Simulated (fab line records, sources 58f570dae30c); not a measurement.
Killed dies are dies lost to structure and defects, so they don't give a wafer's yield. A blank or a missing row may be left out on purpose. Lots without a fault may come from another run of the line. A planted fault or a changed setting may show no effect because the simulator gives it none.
Which tool did it? | flow berkeley_cmos170 | 14 lots, 42 wafers sampled, at 6 steps of a route of 331

WHAT THE GAUGES READ, wafer by wafer
UCB170_PSD_OVL_MEAS_07. Usual: PSD_OVL 2 nm, standard deviation 5.3.
lot  | measured     | on         | PSD_OVL (nm) | flag
L433 | day 7 19:14  | overlay-01 | 11 7 1       |
L434 | day 8 15:25  | overlay-02 | 8 12 5       |
L435 | day 8 15:40  | overlay-01 | -5 0 -3      |
L436 | day 8 15:46  | overlay-02 | 0 3 2        |
L437 | day 8 16:01  | overlay-01 | 15 7 5       |
L439 | day 9 18:33  | overlay-02 | -4 3 -3      |
L438 | day 9 18:46  | overlay-02 | 5 -1 1       |
L441 | day 9 19:01  | overlay-02 | 6 2 6        |
L440 | day 9 19:07  | overlay-01 | -1 -4 -6     |
L442 | day 10 07:28 | overlay-02 | -3 -8 -3     |
L445 | day 10 19:31 | overlay-02 | 3 -6 -3      |
L447 | day 11 08:07 | overlay-02 | 5 10 1       |
L449 | day 12 08:16 | overlay-02 | 1 -6 3       |
L453 | day 12 19:32 | overlay-01 | 2 9 -2       |

UCB170_V1_THK_MEAS_04. Usual: V1_POLISHED_THK 999.9 nm, standard deviation 1.6.
lot  | measured     | on            | V1_POLISHED_THK (nm) | flag
L433 | day 8 10:59  | film_metro-01 | 1002.1 1000.4 1000.8 |
L434 | day 9 03:53  | film_metro-03 | 999.9 1002.0 1001.2  |
L435 | day 9 05:14  | film_metro-04 | 1001.3 1001.4 998.8  |
L436 | day 9 06:32  | film_metro-04 | 1002.8 1002.9 1002.9 |
L437 | day 9 06:33  | film_metro-01 | 999.2 999.6 999.7    |
L439 | day 10 09:13 | film_metro-04 | 1000.2 1001.3 999.7  |
L438 | day 10 11:53 | film_metro-03 | 1001.6 1001.0 1001.2 |
L441 | day 10 10:32 | film_metro-01 | 999.6 1000.1 1002.2  |
L440 | day 10 13:12 | film_metro-04 | 995.4 999.4 997.4    |
L442 | day 10 20:56 | film_metro-04 | 1001.8 999.9 999.8   |
L445 | day 11 08:02 | film_metro-04 | 999.7 999.3 1002.0   |
L447 | day 12 01:02 | film_metro-03 | 1339.3 1353.5 1355.4 | OFF
L449 | day 12 22:32 | film_metro-04 | 1333.7 1341.3 1339.6 | OFF
L453 | day 13 09:39 | film_metro-04 | 1000.6 1000.5 1000.3 |

UCB170_V2_OVL_MEAS_13. Usual: V2_OVL 0 nm, standard deviation 5.2.
lot  | measured     | on         | V2_OVL (nm) | flag
L433 | day 8 17:40  | overlay-01 | -2 -7 -2    |
L434 | day 9 10:43  | overlay-01 | -7 -3 -6    |
L435 | day 9 13:07  | overlay-01 | 1 10 -3     |
L436 | day 9 15:39  | overlay-02 | 4 0 5       |
L437 | day 9 16:29  | overlay-01 | -1 -1 1     |
L439 | day 10 15:38 | overlay-02 | 4 0 -4      |
L438 | day 10 18:23 | overlay-02 | 3 5 0       |
L441 | day 10 16:40 | overlay-02 | 7 11 7      |
L440 | day 10 20:07 | overlay-01 | 4 0 3       |
L442 | day 11 03:58 | overlay-02 | -5 -6 -1    |
L445 | day 11 14:53 | overlay-02 | 0 4 -4      |
L453 | day 13 22:12 | overlay-02 | -4 -5 -5    |

UCB170_V2_CD_MEAS_90: target cd 700 nm. Usual: cd_nm 699.8 nm, standard deviation 1.5.
lot  | measured     | on        | cd_nm (nm)        | flag
L433 | day 8 17:59  | cd_sem-02 | 699.4 699.8 698.9 |
L434 | day 9 11:03  | cd_sem-01 | 698.5 700.5 700.6 |
L435 | day 9 13:28  | cd_sem-02 | 697.7 698.7 698.5 |
L436 | day 9 15:58  | cd_sem-01 | 698.4 697.9 696.6 |
L437 | day 9 16:49  | cd_sem-02 | 698.7 699.8 698.6 |
L439 | day 10 16:01 | cd_sem-02 | 697.3 698.5 698.5 |
L438 | day 10 18:50 | cd_sem-01 | 699.4 700.2 699.1 |
L441 | day 10 16:58 | cd_sem-02 | 697.2 697.5 698.3 |
L440 | day 10 20:26 | cd_sem-01 | 701.2 701.1 701.6 |
L442 | day 11 04:16 | cd_sem-01 | 699.6 699.7 700.3 |
L445 | day 11 15:16 | cd_sem-02 | 701.9 701.6 701.0 |
L453 | day 13 22:36 | cd_sem-01 | 700.0 697.9 698.7 |

WHICH TOOL RAN EACH LOT (tool, then ch and the chambers of the sampled wafers, then the start)
lot  | UCB170_V1_CMP_02              | UCB170_V1_ETCH_14
L433 | cmp-01 ch 0,1,3, day 8 10:34  | rie_diel-02 ch 1,3, day 8 12:28
L434 | cmp-02 ch 1,2,3, day 9 03:34  | rie_diel-01 ch 0,2, day 9 05:07
L435 | cmp-01 ch 0,1,3, day 9 04:53  | rie_diel-04 ch 0,1,2, day 9 07:53
L436 | cmp-01 ch 0,1,3, day 9 06:13  | rie_diel-04 ch 0,2, day 9 10:06
L437 | cmp-02 ch 0,1,3, day 9 06:07  | rie_diel-01 ch 1,2, day 9 10:29
L439 | cmp-01 ch 0,2,3, day 10 08:47 | rie_diel-04 ch 0,1,3, day 10 10:34
L438 | cmp-01 ch 0,1,2, day 10 11:30 | rie_diel-01 ch 0,1, day 10 13:06
L441 | cmp-02 ch 0,2,3, day 10 10:07 | rie_diel-02 ch 1,2,3, day 10 11:53
L440 | cmp-02 ch 2,3, day 10 12:50   | rie_diel-04 ch 1,2,3, day 10 14:29
L442 | cmp-01 ch 0,2, day 10 20:34   | rie_diel-04 ch 0,2, day 10 22:44
L445 | cmp-01 ch 0,1, day 11 07:36   | rie_diel-02 ch 0,3, day 11 09:16
L447 | cmp-02 ch 0,1, day 12 00:36   | rie_diel-04 ch 0,2, day 12 02:20
L449 | cmp-02 ch 0,3, day 12 22:08   | rie_diel-04 ch 0,1,2, day 13 00:01
L453 | cmp-01 ch 1,2, day 13 09:13   | rie_diel-02 ch 1,2, day 13 11:01
- UCB170_V1_CMP_02: polishes SiO2.
- UCB170_V1_ETCH_14: etches SiO2 in CHF3/CF4/Ar, stops on Al, target depth 1250 nm, time 291 s.

WHAT THE TOOLS THEMSELVES READ (means of the sampled wafers that have a number; where no wafer has one, the mark that the record gives instead)
UCB170_V1_CMP_02. Usual: head_pressure_psi 6.000 psi, standard deviation 0.013; motor_current_A 16.7 A, standard deviation 1.4.
lot  | tool   | head_pressure_psi (psi) | motor_current_A (A) | flag
L433 | cmp-01 | 5.992                   | 16.1                |
L434 | cmp-02 | 6.004                   | 17.1                |
L435 | cmp-01 | 5.994                   | 16.5                |
L436 | cmp-01 | 6.000                   | 16.9                |
L437 | cmp-02 | 5.983                   | 16.8                |
L439 | cmp-01 | 6.007                   | 16.7                |
L438 | cmp-01 | 6.003                   | 16.7                |
L441 | cmp-02 | 6.005                   | 16.1                |
L440 | cmp-02 | 6.007                   | 15.5                |
L442 | cmp-01 | 5.993                   | 17.3                |
L445 | cmp-01 | 6.003                   | 15.7                |
L447 | cmp-02 | 5.989                   | 18.8                |
L449 | cmp-02 | 6.007                   | 16.7                |
L453 | cmp-01 | 5.994                   | 15.9                |

UCB170_V1_ETCH_14. Usual: CHF3_flow_sccm 45.00 sccm, standard deviation 0.14; cf4_flow_sccm 15.00 sccm, standard deviation 0.044; drypump_motor_current_A 6.0 A, standard deviation 0.41; oes_product_au 0.874 a.u., standard deviation 0.015; rf_fwd_power_W 698.4 W, standard deviation 2.2; throttle_valve_pct 6.95 %, standard deviation 0.11.
lot  | tool        | CHF3_flow_sccm (sccm) | cf4_flow_sccm (sccm) | drypump_motor_current_A (A) | oes_product_au (a.u.) | rf_fwd_power_W (W) | throttle_valve_pct (%) | flag
L433 | rie_diel-02 | 45.12                 | 14.99                | 5.7                         | 0.860                 | 698.9              | 6.98                   |
L434 | rie_diel-01 | 45.02                 | 14.99                | 5.8                         | 0.864                 | 696.3              | 7.03                   |
L435 | rie_diel-04 | 45.02                 | 15.04                | 6.2                         | 0.879                 | 696.1              | 6.90                   |
L436 | rie_diel-04 | 45.05                 | 14.99                | 6.1                         | 0.881                 | 698.7              | 6.83                   |
L437 | rie_diel-01 | 44.81                 | 14.97                | 5.4                         | 0.863                 | 698.3              | 7.00                   |
L439 | rie_diel-04 | 44.97                 | 14.99                | 6.2                         | 0.881                 | 697.6              | 7.01                   |
L438 | rie_diel-01 | 45.17                 | 14.96                | 5.9                         | 0.875                 | 699.7              | 7.06                   |
L441 | rie_diel-02 | 44.89                 | 15.04                | 5.8                         | 0.859                 | 698.6              | 6.97                   |
L440 | rie_diel-04 | 44.99                 | 15.03                | 6.4                         | 0.875                 | 699.4              | 6.94                   |
L442 | rie_diel-04 | 44.84                 | 15.04                | 6.0                         | 0.881                 | 699.3              | 6.92                   |
L445 | rie_diel-02 | 44.98                 | 15.04                | 5.5                         | 0.885                 | 698.3              | 6.88                   |
L447 | rie_diel-04 | 44.86                 | 14.96                | 6.0                         | 1.016                 | 695.7              | 6.92                   | OFF
L449 | rie_diel-04 | 44.94                 | 15.03                | 6.2                         | 1.003                 | 698.8              | 6.90                   | OFF
L453 | rie_diel-02 | 45.05                 | 15.04                | 5.8                         | 0.847                 | 696.4              | 6.96                   |

THE ANSWER, worked out from the rows above alone
Rule: a lot is off if the mean of its wafers that have a number lies more than 3 standard deviations from the usual mean. A lot without any number at a reading at which 4 lots or more have one is off too. The other lots that the step has rows for count as sound. The gauges are gone through in route order, then the tools' own readings, and for those a lot's mean is taken as printed above. The first step at which some lot is off is used, and at that step the reading that is off furthest; a lot without a number counts as furthest.
Off: L447, L449, at UCB170_V1_THK_MEAS_04 (V1_POLISHED_THK).
A tool fits if, at a process step before that reading, it ran every lot that is off, and no sound lot after the first of them. The gauges at UCB170_V1_THK_MEAS_04 aren't tried: what is off there is off at UCB170_V1_ETCH_14 too, on other tools, and a gauge's error can't cause that. One fits: cmp-02 at UCB170_V1_CMP_02. Its last sound lot is L440 (day 10 12:50), its first lot that is off L447 (day 12 00:36): a fault that began between those two fits.

WHAT THE SIMULATOR HAD PUT IN
Process parameter drift: cmp-02, from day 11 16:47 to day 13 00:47, at UCB170_V1_CMP_02. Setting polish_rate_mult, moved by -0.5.
Lots struck among those shown: L447, L449. The rule above found the same.
